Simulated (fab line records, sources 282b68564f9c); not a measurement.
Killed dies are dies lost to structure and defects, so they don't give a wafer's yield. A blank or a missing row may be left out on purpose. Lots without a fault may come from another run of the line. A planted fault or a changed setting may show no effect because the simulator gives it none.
One fault seen from 2 desks | flow rit_cmos | each desk has only its own numbers; what lay behind them comes last

THE TOOL OWNER'S DESK: pecvd-02
The tool's own readings at RIT_CONTACT_CVD_00 (deposits SiO2 from TEOS, target thk 400 nm, time 61 s): means of the sampled wafers that have a number, for each lot that ran on this tool. A lot is out of limits, marked OUT, if its mean lies more than 4 standard deviations from the usual mean; the brackets give that distance.
Columns: A = heater_power_w at RIT_CONTACT_CVD_00, usual 312 W; B = rf_fwd_power_W at RIT_CONTACT_CVD_00, usual 396.7 W
lot  | first seen here | A   | B
L829 | day 3 11:39     | 339 | 397.4
L832 | day 4 04:35     | 320 | 396.1
L835 | day 4 18:40     | 317 | 396.4
L841 | day 5 21:04     | 314 | 395.6
This desk's finding: nothing out of limits on any of the 4 lots.

THE METROLOGY DESK
What the gauges read, lot by lot, whatever tool the lot ran on: means of the sampled wafers that have a number. A lot is out of limits, marked OUT, if its mean lies more than 4 standard deviations from the usual mean; the brackets give that distance.
Columns: A = CONTACT_TEOS_THK at RIT_CONTACT_THK_MEAS_01, usual 400 nm
lot  | first seen here | A
L828 | day 3 05:23     | 395
L829 | day 3 11:42     | 397
L831 | day 3 23:58     | 396
L832 | day 4 04:38     | 401
L834 | day 4 15:01     | 403
L835 | day 4 18:43     | 404
L836 | day 5 00:28     | 401
L837 | day 5 05:26     | 402
L839 | day 5 12:46     | 397
L841 | day 5 21:07     | 495 (+17) OUT
L847 | day 7 08:37     | 404
L849 | day 7 14:35     | 403
L851 | day 8 00:07     | 401
This desk's finding: out of limits on L841; first on L841, day 5 21:07 (CONTACT_TEOS_THK at RIT_CONTACT_THK_MEAS_01). In limits: L828, L829, L831, L832, L834, L835, L836, L837, L839, L847, L849, L851.

PUT TOGETHER
The metrology desk could have raised an alarm at day 5 21:07, on L841.
The tool owner's desk saw nothing out of limits.
The tool owner's desk has L841 on record, within its limits.
Of the lots named, all ran RIT_CONTACT_CVD_00 on pecvd-02.

WHAT THE SIMULATOR HAD PUT IN
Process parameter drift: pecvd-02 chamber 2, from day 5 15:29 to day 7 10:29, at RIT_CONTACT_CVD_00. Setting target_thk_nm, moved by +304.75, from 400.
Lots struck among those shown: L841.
Hours from the fault's start to each desk's first reading out of limits: the metrology desk, 6.
